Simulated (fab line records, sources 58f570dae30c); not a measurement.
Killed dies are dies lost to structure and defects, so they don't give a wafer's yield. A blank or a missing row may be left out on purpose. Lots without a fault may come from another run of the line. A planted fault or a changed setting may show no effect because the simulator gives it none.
fab line records | flow berkeley_cmos170
record lots=5 wafers=15 last_day=13
route steps=331 shown ACTIVE@62 PFIELD@79 FIELD@89 SACOX@97 SCREENOX@100
lots that met no fault: from a run of the same line without faults
start_h: hours from the record's first day to the start of the lot's first wafer shown | wait_h: hours since the lot's step before | " the same as in the row above | L1.1+2: a row that stands for several wafers | - no value, or no start given | * or withheld: withheld | < > ~ a bound
route shown NAME@n: a module of which the file shows steps, and the number in the route of the first | usual: mean/standard deviation of fault-free wafers | same: alike in all rows | chamber/n: place in a boat | sites: the reading at each site | _std_site: their standard deviation | _edge_site: outer sites' mean less inner sites' | radius_mm: how far each site lies from the wafer's centre | mask NAME#n: copy n | behind: the tool/chamber that last shaped the wafer | hold: why the lot was held/for how many hours/how that ended | device: the transistor (n, p or np) that didn't switch | end of line: the same wafers' tests at the end of the route | a step without rows: its recipe alone | killed: dies lost to structure and defects at the first sort, not the wafer's yield | map: a wafer's dies, x killed, . not, _ none there
set.NAME: the setting as run; set.NAME@STEP: as run at that earlier step | model.NAME: the simulator's own value behind a step, which no gauge read
lots at some steps of the route; a table a step, a row a wafer
services: from which hour (start_h, from the record's first day; less than 0 if before it) a tool's chamber was out of use, for how many hours, and why
## steps
# step UCB170_ACTIVE_OXIDATION_02
# recipe temp_c=1000 ambient=O2 target_thk_a=264 ox_time_s=1260
# columns lot.wafer tool chamber start_h wait_h
L080.3+4+5 furnace-01 0 112.42 4.6
L083.4+5+6 furnace-04 0 133.70 5.3
L087.2+3+6 furnace-04 0 146.31 4.8
L089.1+4+5 furnace-01 0 163.72 5.5
L094.1+2+4 furnace-02 0 196.81 5.3
# step UCB170_ACTIVE_THK_MEAS_03
# recipe reads=SiO2_of_ACTIVE_OXIDATION_02
# usual ACTIVE_OXIDE_THK=26.4/0.36
# columns lot.wafer tool chamber start_h wait_h ACTIVE_OXIDE_THK[nm]
L080.3 film_metro-04 - 113.79 0.0 26.1
L080.4 " - " " 26.3
L080.5 " - " " 26.2
L083.4 film_metro-04 - 135.14 0.1 26.4
L083.5 " - " " 26.3
L083.6 " - " " 26.7
L087.2 film_metro-03 - 147.70 0.0 27.1
L087.3 " - " " 27.3
L087.6 " - " " 27.0
L089.1 film_metro-04 - 165.07 0.0 26.5
L089.4 " - " " 26.3
L089.5 " - " " 26.1
L094.1 film_metro-01 - 198.16 0.0 25.9
L094.2 " - " " 26.4
L094.4 " - " " 26.6
# step UCB170_ACTIVE_ANNEAL_04
# recipe temp_c=1000 time_s=900 ambient=N2
# columns lot.wafer tool chamber start_h wait_h
L080.3+4+5 furnace-01 0 124.28 10.5
L083.4+5+6 furnace-02 0 138.77 3.6
L087.2+3+6 furnace-04 0 152.50 4.8
L089.1+4+5 furnace-01 0 170.57 5.5
L094.1+2+4 furnace-01 0 202.03 3.9
# step UCB170_ACTIVE_CVD_05
# recipe material=Si3N4 target_thk_nm=220 temp_c=800 precursor=SiH2Cl2/NH3 time_s=3300 pressure_mtorr=200 sih2cl2_flow_sccm=25 nh3_flow_sccm=75
# columns lot.wafer tool chamber start_h wait_h
L080.3+4+5 lpcvd-02 1 125.53 0.0
L083.4+5+6 lpcvd-01 1 140.57 0.5
L087.2+3+6 lpcvd-02 1 153.75 0.0
L089.1+4+5 lpcvd-02 1 173.45 1.6
L094.1+2+4 lpcvd-01 0 203.28 0.0
# step UCB170_ACTIVE_THK_MEAS_06
# recipe reads=Si3N4_of_ACTIVE_CVD_05
# usual ACTIVE_NITRIDE_THK=220.1/1.8
# columns lot.wafer tool chamber start_h wait_h ACTIVE_NITRIDE_THK[nm]
L080.3 film_metro-03 - 127.47 0.0 218.1
L080.4 " - " " 217.5
L080.5 " - " " 218.2
L083.4 film_metro-03 - 142.51 0.0 218.2
L083.5 " - " " 218.3
L083.6 " - " " 218.2
L087.2 film_metro-01 - 155.67 0.0 220.6
L087.3 " - " " 222.9
L087.6 " - " " 220.7
L089.1 film_metro-01 - 175.37 0.0 221.8
L089.4 " - " " 221.7
L089.5 " - " " 222.5
L094.1 film_metro-04 - 205.20 0.0 220.9
L094.2 " - " " 222.1
L094.4 " - " " 221.5
# step UCB170_ACTIVE_HMDS_07
# recipe prime_time_s=60 prime_temp_c=100
# columns lot.wafer tool chamber start_h wait_h
L080.3+4+5 litho_track-03 0 127.56 0.1
L083.4+5+6 litho_track-03 0 142.78 0.3
L087.2+3+6 litho_track-02 0 155.75 0.1
L089.1+4+5 litho_track-03 0 175.43 0.1
L094.1+2+4 litho_track-03 0 205.26 0.1
# step UCB170_ACTIVE_COAT_08
# recipe resist=KrF spin_rpm=1500 resist_thk_nm=900
# usual dispense_pressure_kPa=49/4.2
# columns lot.wafer tool chamber start_h wait_h dispense_pressure_kPa
L080.3 litho_track-03 0 127.71 0.1 51
L080.4 " 0 " " 51
L080.5 " 0 " " 51
L083.4 litho_track-03 0 142.93 0.1 51
L083.5 " 0 " " 51
L083.6 " 0 " " 51
L087.2 litho_track-02 0 155.90 0.1 42
L087.3 " 0 " " 42
L087.6 " 0 " " 42
L089.1 litho_track-03 0 175.58 0.1 51
L089.4 " 0 " " 51
L089.5 " 0 " " 51
L094.1 litho_track-03 0 205.41 0.1 51
L094.2 " 0 " " 51
L094.4 " 0 " " 51
# step UCB170_ACTIVE_SOFTBAKE_09
# recipe resist=KrF temp_c=130 time_s=60
# usual plate_temp_C=129.99/0.16
# columns lot.wafer tool chamber start_h wait_h plate_temp_C
L080.3 litho_track-03 0 127.86 0.1 130.01
L080.4 " 0 " " 130.05
L080.5 " 0 " " 130.07
L083.4 litho_track-03 0 143.08 0.1 130.12
L083.5 " 0 " " 129.63
L083.6 " 0 " " 130.08
L087.2 litho_track-02 0 156.05 0.1 129.99
L087.3 " 0 " " 129.98
L087.6 " 0 " " 130.19
L089.1 litho_track-03 0 175.73 0.1 130.11
L089.4 " 0 " " 129.90
L089.5 " 0 " " 129.90
L094.1 litho_track-03 0 205.56 0.1 129.96
L094.2 " 0 " " 129.96
L094.4 " 0 " " 129.86
# step UCB170_ACTIVE_EXPOSE_10
# recipe mask_id=ACTIVE target_cd_nm=1200 na=0.5 sigma_outer=0.6 source_shape=conventional dose_mj=20
# usual reticle_temp_C=23.00/0.12
# columns lot.wafer tool chamber start_h wait_h mask reticle_temp_C
L080.3 krf_scanner-01 0 128.00 0.1 ACTIVE#0 23.07
L080.4 " 0 " " ACTIVE#0 22.99
L080.5 " 0 " " ACTIVE#0 22.96
L083.4 krf_scanner-01 0 143.36 0.3 ACTIVE#0 23.01
L083.5 " 0 " " ACTIVE#0 22.97
L083.6 " 0 " " ACTIVE#0 22.91
L087.2 krf_scanner-02 0 156.44 0.4 ACTIVE#0 23.09
L087.3 " 0 " " ACTIVE#0 23.18
L087.6 " 0 " " ACTIVE#0 23.10
L089.1 krf_scanner-01 0 175.88 0.1 ACTIVE#0 23.03
L089.4 " 0 " " ACTIVE#0 23.21
L089.5 " 0 " " ACTIVE#0 23.01
L094.1 krf_scanner-01 0 205.71 0.1 ACTIVE#0 22.83
L094.2 " 0 " " ACTIVE#0 22.85
L094.4 " 0 " " ACTIVE#0 23.04
# step UCB170_ACTIVE_PEB_11
# recipe peb_temp_c=130 peb_time_s=withheld resist=KrF
# usual plate_temp_C=129.97/0.14
# columns lot.wafer tool chamber start_h wait_h plate_temp_C
L080.3 litho_track-03 0 128.13 0.1 130.15
L080.4 " 0 " " 130.04
L080.5 " 0 " " 130.01
L083.4 litho_track-04 0 144.12 0.7 129.86
L083.5 " 0 " " 129.78
L083.6 " 0 " " 129.76
L087.2 litho_track-03 0 156.56 0.1 129.69
L087.3 " 0 " " 129.81
L087.6 " 0 " " 130.10
L089.1 litho_track-04 0 176.11 0.2 129.73
L089.4 " 0 " " 130.05
L089.5 " 0 " " 129.97
L094.1 litho_track-02 0 205.83 0.1 130.09
L094.2 " 0 " " 129.84
L094.4 " 0 " " 130.14
# step UCB170_ACTIVE_DEVELOP_12
# recipe developer=TMAH develop_time_s=45 resist=KrF dev_temp_c=21
# same develop_time_s=45
# columns lot.wafer tool chamber start_h wait_h
L080.3+4+5 litho_track-03 0 - -
L083.4+5+6 litho_track-04 0 - -
L087.2+3+6 litho_track-03 0 - -
L089.1+4+5 litho_track-04 0 - -
L094.1+2+4 litho_track-02 0 - -
# step UCB170_ACTIVE_CD_MEAS_13
# recipe target_cd_nm=1200
# usual cd_nm=1200.6/1.5
# columns lot.wafer tool chamber start_h wait_h cd_nm
L080.3 cd_sem-02 - 128.39 - 1202.0
L080.4 " - " " 1202.8
L080.5 " - " " 1201.4
L083.4 cd_sem-02 - 144.38 - 1199.7
L083.5 " - " " 1202.4
L083.6 " - " " 1200.8
L087.2 cd_sem-01 - 156.83 - 1197.7
L087.3 " - " " 1198.4
L087.6 " - " " 1198.2
L089.1 cd_sem-02 - 176.38 - 1202.6
L089.4 " - " " 1202.5
L089.5 " - " " 1201.8
L094.1 cd_sem-01 - 206.10 - 1201.7
L094.2 " - " " 1200.8
L094.4 " - " " 1200.9
# step UCB170_ACTIVE_OVL_MEAS_14
# usual ACTIVE_OVL=-1/4.8
# columns lot.wafer tool chamber start_h wait_h ACTIVE_OVL[nm]
L080.3 overlay-02 - 128.48 0.1 -1
L080.4 " - " " -2
L080.5 " - " " -5
L083.4 overlay-01 - 144.46 0.1 8
L083.5 " - " " 2
L083.6 " - " " -4
L087.2 overlay-01 - 156.93 0.1 2
L087.3 " - " " -1
L087.6 " - " " 0
L089.1 overlay-01 - 176.50 0.1 2
L089.4 " - " " 1
L089.5 " - " " 2
L094.1 overlay-01 - 206.22 0.1 -6
L094.2 " - " " -1
L094.4 " - " " -7
# step UCB170_ACTIVE_ETCH_15
# recipe chemistry=CH3F/Ar/O2 target=Si3N4 stop_on=SiO2 CH3F_flow_sccm=20 Ar_flow_sccm=50 O2_flow_sccm=7 pressure_mtorr=50 rf_w=450 target_depth_a=2420 over_etch_frac=0.1 time_s=151
# usual drypump_motor_current_A=6.1/0.37 oes_product_au=0.944/0.012 throttle_valve_pct=8.05/0.15
# columns lot.wafer tool chamber start_h wait_h drypump_motor_current_A oes_product_au rf_hours_counter_h throttle_valve_pct
L080.3 rie_diel-01 0 128.51 0.0 6.4 0.934 103 7.87
L080.4 " 2 " " 5.4 0.935 78 7.79
L080.5 " 3 " " 6.3 0.929 - 8.15
L083.4 rie_diel-01 1 144.48 0.0 5.5 0.946 41 7.90
L083.5 " 3 " " 6.3 0.932 - 8.12
L083.6 " 0 " " 6.4 0.921 - 7.89
L087.2 rie_diel-02 2 156.96 0.0 6.2 0.947 118 8.11
L087.3 " 0 " " 6.1 0.968 85 8.05
L087.6 " 3 " " 6.3 0.959 - 8.19
L089.1 rie_diel-02 0 176.54 0.0 6.1 0.967 86 8.05
L089.4 " 2 " " 6.2 0.948 119 8.10
L089.5 " 1 " " 6.5 0.950 - 7.94
L094.1 rie_diel-02 3 206.26 0.0 6.3 0.958 120 8.19
L094.2 " 1 " " 6.5 0.951 6 7.95
L094.4 " 2 " " 6.2 0.944 120 8.10
# step UCB170_ACTIVE_STRIP_16
# recipe chemistry=O2 power_w=400 pressure_mtorr=3500 platen_temp_c=withheld o2_flow_sccm=400 overash_fraction=0.5
# usual drypump_motor_current_A=5.6/0.5 o2_flow_sccm=399.9/1 oes_product_au=0.721/0.0048 strip_time_to_endpoint_s=18.10/0.085
# columns lot.wafer tool chamber start_h wait_h drypump_motor_current_A o2_flow_sccm oes_product_au rf_hours_counter_h strip_time_to_endpoint_s
L080.3 plasma_asher-03 1 128.64 0.1 5.8 400.8 0.726 - 18.03
L080.4 " 0 " " 5.1 401.8 0.721 - 18.08
L080.5 " 0 " " 5.1 400.3 0.715 - 18.11
L083.4 plasma_asher-02 1 144.61 0.1 5.9 399.4 0.720 - 18.18
L083.5 " 1 " " 5.8 398.9 0.716 - 18.14
L083.6 " 0 " " 4.9 398.9 0.718 - 18.07
L087.2 plasma_asher-03 0 157.06 0.1 5.1 400.4 0.714 42 18.11
L087.3 " 0 " " 5.1 400.3 0.712 - 18.18
L087.6 " 0 " " 5.1 401.1 0.719 - 18.11
L089.1 plasma_asher-02 1 176.64 0.1 5.9 399.7 0.728 38 18.09
L089.4 " 1 " " 5.9 400.0 0.721 - 18.11
L089.5 " 1 " " 5.9 401.6 0.720 - 18.06
L094.1 plasma_asher-03 0 206.36 0.1 5.1 397.8 0.712 48 18.08
L094.2 " 1 " " 5.8 400.5 0.722 48 17.98
L094.4 " 0 " " 5.1 400.6 0.728 - 18.05
# step UCB170_ACTIVE_CD_MEAS_90
# recipe target_cd_nm=1200
# usual cd_nm=1200.6/1.5
# columns lot.wafer tool chamber start_h wait_h cd_nm
L080.3 cd_sem-02 - 128.75 0.1 1202.2
L080.4 " - " " 1202.9
L080.5 " - " " 1201.9
L083.4 cd_sem-02 - 144.82 0.2 1200.1
L083.5 " - " " 1202.6
L083.6 " - " " 1200.9
L087.2 cd_sem-02 - 157.19 0.1 1197.7
L087.3 " - " " 1198.6
L087.6 " - " " 1198.1
L089.1 cd_sem-01 - 176.74 0.1 1202.9
L089.4 " - " " 1202.0
L089.5 " - " " 1201.5
L094.1 cd_sem-01 - 206.46 0.1 1201.5
L094.2 " - " " 1200.6
L094.4 " - " " 1201.1
# step UCB170_ACTIVE_CLEAN_17
# recipe chemistry=SPM temp_c=120 time_s=600
# usual temp_c=119.99/0.15
# columns lot.wafer tool chamber start_h wait_h temp_c
L080.3 wet_bench-04 2 128.83 0.1 119.93
L080.4 " 2 " " 120.29
L080.5 " 2 " " 119.92
L083.4 wet_bench-04 0 144.88 0.0 119.96
L083.5 " 0 " " 119.96
L083.6 " 0 " " 119.75
L087.2 wet_bench-02 0 157.29 0.1 119.87
L087.3 " 0 " " 119.88
L087.6 " 0 " " 119.74
L089.1 wet_bench-03 0 177.07 0.3 119.81
L089.4 " 0 " " 119.71
L089.5 " 0 " " 119.65
L094.1 wet_bench-03 0 206.58 0.1 120.20
L094.2 " 0 " " 120.06
L094.4 " 0 " " 120.00
# step UCB170_PFIELD_HMDS_00
# recipe prime_time_s=60 prime_temp_c=100
# columns lot.wafer tool chamber start_h wait_h
L080.3+4+5 litho_track-01 0 129.07 0.1
L083.4+5+6 litho_track-04 0 145.40 0.3
L087.2+3+6 litho_track-04 0 157.64 0.2
L089.1+4+5 litho_track-03 0 177.43 0.2
L094.1+2+4 litho_track-01 0 206.75 0.0
# step UCB170_PFIELD_COAT_01
# recipe resist=KrF spin_rpm=1500 resist_thk_nm=900
# usual dispense_pressure_kPa=51.6/0.51
# columns lot.wafer tool chamber start_h wait_h dispense_pressure_kPa
L080.3 litho_track-01 0 129.22 0.1 51.8
L080.4 " 0 " " 51.8
L080.5 " 0 " " 51.8
L083.4 litho_track-04 0 145.55 0.1 52.3
L083.5 " 0 " " 52.3
L083.6 " 0 " " 52.3
L087.2 litho_track-04 0 157.79 0.1 52.2
L087.3 " 0 " " 52.3
L087.6 " 0 " " 52.3
L089.1 litho_track-03 0 177.58 0.1 51.1
L089.4 " 0 " " 51.1
L089.5 " 0 " " 51.1
L094.1 litho_track-01 0 206.90 0.1 51.8
L094.2 " 0 " " 51.9
L094.4 " 0 " " 51.8
# step UCB170_PFIELD_SOFTBAKE_02
# recipe resist=KrF temp_c=130 time_s=60
# usual plate_temp_C=130.01/0.13
# columns lot.wafer tool chamber start_h wait_h plate_temp_C
L080.3 litho_track-01 0 129.37 0.1 129.83
L080.4 " 0 " " 129.95
L080.5 " 0 " " 129.99
L083.4 litho_track-04 0 145.70 0.1 130.16
L083.5 " 0 " " 130.27
L083.6 " 0 " " 129.99
L087.2 litho_track-04 0 157.94 0.1 129.88
L087.3 " 0 " " 129.89
L087.6 " 0 " " 130.15
L089.1 litho_track-03 0 177.73 0.1 129.96
L089.4 " 0 " " 130.22
L089.5 " 0 " " 129.91
L094.1 litho_track-01 0 207.05 0.1 129.98
L094.2 " 0 " " 130.02
L094.4 " 0 " " 130.05
# step UCB170_PFIELD_EXPOSE_03
# recipe mask_id=PFIELD na=0.5 sigma_outer=0.6 source_shape=conventional target_cd_nm=1500 dose_mj=30
# usual reticle_temp_C=22.99/0.082
# columns lot.wafer tool chamber start_h wait_h mask reticle_temp_C
L080.3 krf_scanner-02 0 129.63 0.2 PFIELD#0 23.02
L080.4 " 0 " " PFIELD#0 22.91
L080.5 " 0 " " PFIELD#0 23.00
L083.4 krf_scanner-02 0 145.96 0.2 PFIELD#0 22.97
L083.5 " 0 " " PFIELD#0 22.94
L083.6 " 0 " " PFIELD#0 23.00
L087.2 krf_scanner-02 0 158.21 0.2 PFIELD#0 22.87
L087.3 " 0 " " PFIELD#0 22.89
L087.6 " 0 " " PFIELD#0 22.97
L089.1 krf_scanner-02 0 178.00 0.2 PFIELD#0 22.91
L089.4 " 0 " " PFIELD#0 23.00
L089.5 " 0 " " PFIELD#0 23.04
L094.1 krf_scanner-01 0 207.33 0.2 PFIELD#0 23.18
L094.2 " 0 " " PFIELD#0 23.12
L094.4 " 0 " " PFIELD#0 23.07
# step UCB170_PFIELD_PEB_04
# recipe peb_temp_c=130 peb_time_s=withheld resist=KrF
# usual plate_temp_C=130.03/0.14
# columns lot.wafer tool chamber start_h wait_h plate_temp_C
L080.3 litho_track-03 0 129.76 0.1 130.12
L080.4 " 0 " " 130.02
L080.5 " 0 " " 130.00
L083.4 litho_track-03 0 146.09 0.1 130.02
L083.5 " 0 " " 129.97
L083.6 " 0 " " 130.20
L087.2 litho_track-01 0 158.35 0.1 129.96
L087.3 " 0 " " 129.89
L087.6 " 0 " " 130.02
L089.1 litho_track-01 0 178.46 0.4 129.89
L089.4 " 0 " " 130.16
L089.5 " 0 " " 130.20
L094.1 litho_track-04 0 207.57 0.2 129.99
L094.2 " 0 " " 129.79
L094.4 " 0 " " 129.93
# step UCB170_PFIELD_DEVELOP_05
# recipe developer=TMAH develop_time_s=45 resist=KrF dev_temp_c=21
# same develop_time_s=45
# columns lot.wafer tool chamber start_h wait_h
L080.3+4+5 litho_track-03 0 - -
L083.4+5+6 litho_track-03 0 - -
L087.2+3+6 litho_track-01 0 - -
L089.1+4+5 litho_track-01 0 - -
L094.1+2+4 litho_track-04 0 - -
# step UCB170_PFIELD_OVL_MEAS_06
# usual PFIELD_OVL=0/5.8
# columns lot.wafer tool chamber start_h wait_h PFIELD_OVL[nm]
L080.3 overlay-01 - 130.00 - -2
L080.4 " - " " 3
L080.5 " - " " 4
L083.4 overlay-01 - 146.31 - 10
L083.5 " - " " 2
L083.6 " - " " 14
L087.2 overlay-02 - 158.61 - 2
L087.3 " - " " 4
L087.6 " - " " -5
L089.1 overlay-02 - 178.74 - -4
L089.4 " - " " 0
L089.5 " - " " 3
L094.1 overlay-01 - 207.84 - -6
L094.2 " - " " -4
L094.4 " - " " -2
# step UCB170_PFIELD_IMPLANT_07
# recipe species=B dose_cm2=2e+13 energy_kev=80 tilt_deg=7
# columns lot.wafer tool chamber start_h wait_h
L080.3+4+5 implanter-04 0 130.07 0.1
L083.4+5+6 implanter-04 0 146.40 0.1
L087.2+3+6 implanter-02 0 158.66 0.0
L089.1+4+5 implanter-04 0 178.77 0.0
L094.1+2+4 implanter-02 0 207.88 0.0
# step UCB170_PFIELD_STRIP_08
# recipe chemistry=O2 power_w=400 pressure_mtorr=3500 platen_temp_c=withheld o2_flow_sccm=400 overash_fraction=0.5
# usual drypump_motor_current_A=5.7/0.53 o2_flow_sccm=399.9/1.2 oes_product_au=0.734/0.0044 strip_time_to_endpoint_s=21.65/0.063
# columns lot.wafer tool chamber start_h wait_h drypump_motor_current_A o2_flow_sccm oes_product_au rf_hours_counter_h strip_time_to_endpoint_s
L080.3 plasma_asher-02 0 130.20 0.1 4.9 398.6 0.733 - 21.58
L080.4 " 1 " " 5.8 401.3 0.741 - 21.60
L080.5 " 0 " " 4.9 400.6 0.726 - 21.60
L083.4 plasma_asher-02 0 146.51 0.1 4.9 400.3 0.733 - 21.57
L083.5 " 0 " " 4.9 400.4 0.737 - 21.65
L083.6 " 1 " " 5.8 399.8 0.740 - 21.65
L087.2 plasma_asher-01 1 158.79 0.1 6.4 402.4 0.737 3 21.63
L087.3 " 1 " " 6.5 399.5 0.730 - 21.62
L087.6 " 0 " " 5.8 398.5 0.726 - 21.64
L089.1 plasma_asher-01 1 178.92 0.1 6.5 400.4 0.733 5 21.74
L089.4 " 0 " " 5.8 399.4 0.735 - 21.78
L089.5 " 1 " " 6.5 399.8 0.733 - 21.70
L094.1 plasma_asher-01 1 208.03 0.1 6.5 401.7 0.736 9 21.59
L094.2 " 0 " " 5.8 401.8 0.731 9 21.65
L094.4 " 0 " " 5.8 399.2 0.741 - 21.65
# step UCB170_PFIELD_TW_MEAS_09
# usual PFIELD_TW=606/5.8
# columns lot.wafer tool chamber start_h wait_h PFIELD_TW
L080.3 film_metro-02 - 130.29 0.1 608
L080.4 " - " " 608
L080.5 " - " " 611
L083.4 film_metro-04 - 146.61 0.1 609
L083.5 " - " " 610
L083.6 " - " " 611
L087.2 film_metro-04 - 158.90 0.1 608
L087.3 " - " " 610
L087.6 " - " " 610
L089.1 film_metro-02 - 179.02 0.1 612
L089.4 " - " " 612
L089.5 " - " " 609
L094.1 film_metro-04 - 208.13 0.1 609
L094.2 " - " " 611
L094.4 " - " " 608
# step UCB170_FIELD_CLEAN_00
# recipe chemistry=dHF dilution=25:1 time_s=7.5
# columns lot.wafer tool chamber start_h wait_h
L080.3+4+5 wet_bench-02 1 130.33 0.0
L083.4+5+6 wet_bench-01 0 147.38 0.8
L087.2+3+6 wet_bench-01 1 158.95 0.0
L089.1+4+5 wet_bench-02 3 179.15 0.1
L094.1+2+4 wet_bench-01 2 208.19 0.1
# step UCB170_FIELD_OXIDATION_01
# recipe temp_c=1000 ambient=H2O p_h2o_torr=584.62 target_thk_a=5583 ox_time_s=7200
# columns lot.wafer tool chamber start_h wait_h
L080.3+4+5 furnace-02 0 135.77 5.4
L083.4+5+6 furnace-02 0 151.98 4.6
L087.2+3+6 furnace-02 0 163.98 5.0
L089.1+4+5 furnace-01 0 186.37 7.2
L094.1+2+4 furnace-01 0 213.70 5.5
# step UCB170_FIELD_THK_MEAS_02
# recipe reads=SiO2_of_FIELD_OXIDATION_01
# usual FIELD_OXIDE_THK=560/10
# columns lot.wafer tool chamber start_h wait_h FIELD_OXIDE_THK[nm]
L080.3 film_metro-03 - 138.79 0.0 564
L080.4 " - " " 570
L080.5 " - " " 565
L083.4 film_metro-01 - 155.01 0.0 565
L083.5 " - " " 562
L083.6 " - " " 557
L087.2 film_metro-03 - 166.99 0.0 553
L087.3 " - " " 560
L087.6 " - " " 541
L089.1 film_metro-02 - 189.37 0.0 552
L089.4 " - " " 556
L089.5 " - " " 561
L094.1 film_metro-01 - 216.70 0.0 573
L094.2 " - " " 570
L094.4 " - " " 576
# step UCB170_FIELD_ANNEAL_03
# recipe temp_c=1000 time_s=1200 ambient=N2
# columns lot.wafer tool chamber start_h wait_h
L080.3+4+5 furnace-01 0 142.17 3.4
L083.4+5+6 furnace-04 0 160.23 5.2
L087.2+3+6 furnace-04 0 173.93 6.9
L089.1+4+5 furnace-01 0 195.12 5.7
L094.1+2+4 furnace-01 0 220.70 4.0
# step UCB170_FIELD_WET_ETCH_04
# recipe chemistry=dHF dilution=10:1 target=SiO2 temp_c=25 time_s=60
# usual temp_c=24.99/0.098
# columns lot.wafer tool chamber start_h wait_h temp_c
L080.3 wet_bench-01 2 143.50 0.0 24.95
L080.4 " 2 " " 25.05
L080.5 " 2 " " 24.92
L083.4 wet_bench-01 1 161.57 0.0 24.85
L083.5 " 1 " " 24.86
L083.6 " 1 " " 24.87
L087.2 wet_bench-01 1 175.27 0.0 25.03
L087.3 " 1 " " 25.14
L087.6 " 1 " " 25.17
L089.1 wet_bench-04 3 196.45 0.0 24.88
L089.4 " 3 " " 25.06
L089.5 " 3 " " 24.86
L094.1 wet_bench-01 2 222.03 0.0 25.20
L094.2 " 2 " " 24.99
L094.4 " 2 " " 25.21
# step UCB170_FIELD_WET_ETCH_05
# recipe chemistry=H3PO4 target=Si3N4 temp_c=160 time_s=12600
# usual temp_c=159.99/0.16
# columns lot.wafer tool chamber start_h wait_h temp_c
L080.3 wet_bench-01 2 143.52 0.0 159.67
L080.4 " 2 " " 159.99
L080.5 " 2 " " 159.70
L083.4 wet_bench-01 3 161.59 0.0 160.08
L083.5 " 3 " " 160.02
L083.6 " 3 " " 159.82
L087.2 wet_bench-01 1 175.29 0.0 159.82
L087.3 " 1 " " 159.91
L087.6 " 1 " " 160.10
L089.1 wet_bench-04 3 196.47 0.0 160.03
L089.4 " 3 " " 160.11
L089.5 " 3 " " 159.85
L094.1 wet_bench-01 2 222.06 0.0 160.12
L094.2 " 2 " " 160.15
L094.4 " 2 " " 160.13
# step UCB170_FIELD_WET_ETCH_06
# recipe chemistry=BOE dilution=5:1 target=SiO2 temp_c=25 time_s=22
# usual temp_c=24.98/0.11
# columns lot.wafer tool chamber start_h wait_h temp_c
L080.3 wet_bench-02 2 147.63 0.6 24.84
L080.4 " 2 " " 24.80
L080.5 " 2 " " 24.91
L083.4 wet_bench-04 1 165.10 0.0 25.04
L083.5 " 1 " " 24.86
L083.6 " 1 " " 25.04
L087.2 wet_bench-02 1 179.47 0.0 25.02
L087.3 " 1 " " 24.97
L087.6 " 1 " " 24.87
L089.1 wet_bench-01 2 200.20 0.2 24.97
L089.4 " 2 " " 25.19
L089.5 " 2 " " 25.09
L094.1 wet_bench-01 0 225.63 0.1 24.70
L094.2 " 0 " " 24.90
L094.4 " 0 " " 24.96
# step UCB170_FIELD_THK_MEAS_90
# recipe reads=SiO2_of_FIELD_OXIDATION_01
# usual FIELD_OXIDE_LEFT_1_THK=444/10
# columns lot.wafer tool chamber start_h wait_h FIELD_OXIDE_LEFT_1_THK[nm]
L080.3 film_metro-02 - 147.71 0.1 447
L080.4 " - " " 453
L080.5 " - " " 448
L083.4 film_metro-01 - 165.15 0.0 449
L083.5 " - " " 445
L083.6 " - " " 441
L087.2 film_metro-02 - 179.49 0.0 436
L087.3 " - " " 443
L087.6 " - " " 424
L089.1 film_metro-02 - 200.22 0.0 436
L089.4 " - " " 440
L089.5 " - " " 444
L094.1 film_metro-02 - 225.64 0.0 455
L094.2 " - " " 451
L094.4 " - " " 458
# step UCB170_SACOX_CLEAN_00
# recipe chemistry=dHF dilution=25:1 time_s=7.5
# columns lot.wafer tool chamber start_h wait_h
L080.3+4+5 wet_bench-01 1 147.75 0.0
L083.4+5+6 wet_bench-02 0 165.18 0.0
L087.2+3+6 wet_bench-01 1 179.54 0.0
L089.1+4+5 wet_bench-01 2 200.28 0.1
L094.1+2+4 wet_bench-03 0 225.81 0.2
# step UCB170_SACOX_OXIDATION_01
# recipe temp_c=900 ambient=O2 target_thk_a=144 ox_time_s=2400
# columns lot.wafer tool chamber start_h wait_h
L080.3+4+5 furnace-01 0 153.53 5.8
L083.4+5+6 furnace-01 0 171.82 6.6
L087.2+3+6 furnace-04 0 186.53 7.0
L089.1+4+5 furnace-02 0 203.84 3.6
L094.1+2+4 furnace-02 0 230.49 4.7
# step UCB170_SACOX_THK_MEAS_02
# recipe reads=SiO2_of_SACOX_OXIDATION_01
# usual SACOX_OXIDE_THK=14.37/0.25
# columns lot.wafer tool chamber start_h wait_h SACOX_OXIDE_THK[nm]
L080.3 film_metro-02 - 155.22 0.0 14.01
L080.4 " - " " 14.14
L080.5 " - " " 14.25
L083.4 film_metro-02 - 173.54 0.1 14.22
L083.5 " - " " 14.43
L083.6 " - " " 14.08
L087.2 film_metro-04 - 188.23 0.0 14.06
L087.3 " - " " 13.96
L087.6 " - " " 13.97
L089.1 film_metro-02 - 205.51 0.0 14.49
L089.4 " - " " 14.42
L089.5 " - " " 14.55
L094.1 film_metro-04 - 232.16 0.0 14.36
L094.2 " - " " 14.55
L094.4 " - " " 14.64
# step UCB170_SCREENOX_WET_ETCH_00
# recipe chemistry=dHF dilution=25:1 target=SiO2 temp_c=25 time_s=200
# usual temp_c=25.02/0.1
# columns lot.wafer tool chamber start_h wait_h temp_c
L080.3 wet_bench-01 2 155.59 0.4 24.92
L080.4 " 2 " " 25.10
L080.5 " 2 " " 25.10
L083.4 wet_bench-01 3 173.57 0.0 24.89
L083.5 " 3 " " 25.03
L083.6 " 3 " " 25.22
L087.2 wet_bench-03 1 188.28 0.0 25.03
L087.3 " 1 " " 25.04
L087.6 " 1 " " 25.20
L089.1 wet_bench-03 2 205.57 0.1 25.00
L089.4 " 2 " " 25.01
L089.5 " 2 " " 25.08
L094.1 wet_bench-03 3 234.59 2.4 25.08
L094.2 " 3 " " 24.88
L094.4 " 3 " " 24.89
## services
# columns tool chamber start_h hours kind
rie_diel-02 - 98.46 14.6 pm
krf_scanner-02 - 101.04 1.3 pm
implanter-02 - 108.45 4.8 pm
plasma_asher-01 - 108.75 9.0 pm
furnace-04 - 112.60 11.1 pm
furnace-02 - 115.67 15.1 pm
rie_diel-01 3 124.30 2.1 repair
krf_scanner-01 - 131.47 0.6 repair
krf_scanner-01 - 132.79 0.3 repair
furnace-02 - 145.52 3.5 pm
lpcvd-02 - 151.22 0.5 repair
furnace-04 - 155.10 3.8 pm
lpcvd-01 - 156.39 26.1 repair
krf_scanner-01 - 162.01 0.2 repair
krf_scanner-01 - 176.38 0.6 repair
wet_bench-04 - 182.03 1.4 repair
krf_scanner-01 - 188.55 1.0 pm
krf_scanner-02 - 191.10 1.0 pm
krf_scanner-01 - 202.29 2.2 repair
krf_scanner-01 - 214.96 1.3 pm
rie_diel-02 0 216.82 7.2 repair
wet_bench-01 - 219.28 1.9 pm
wet_bench-04 - 225.43 4.7 repair
furnace-01 - 230.22 2.9 pm
## key
fault none
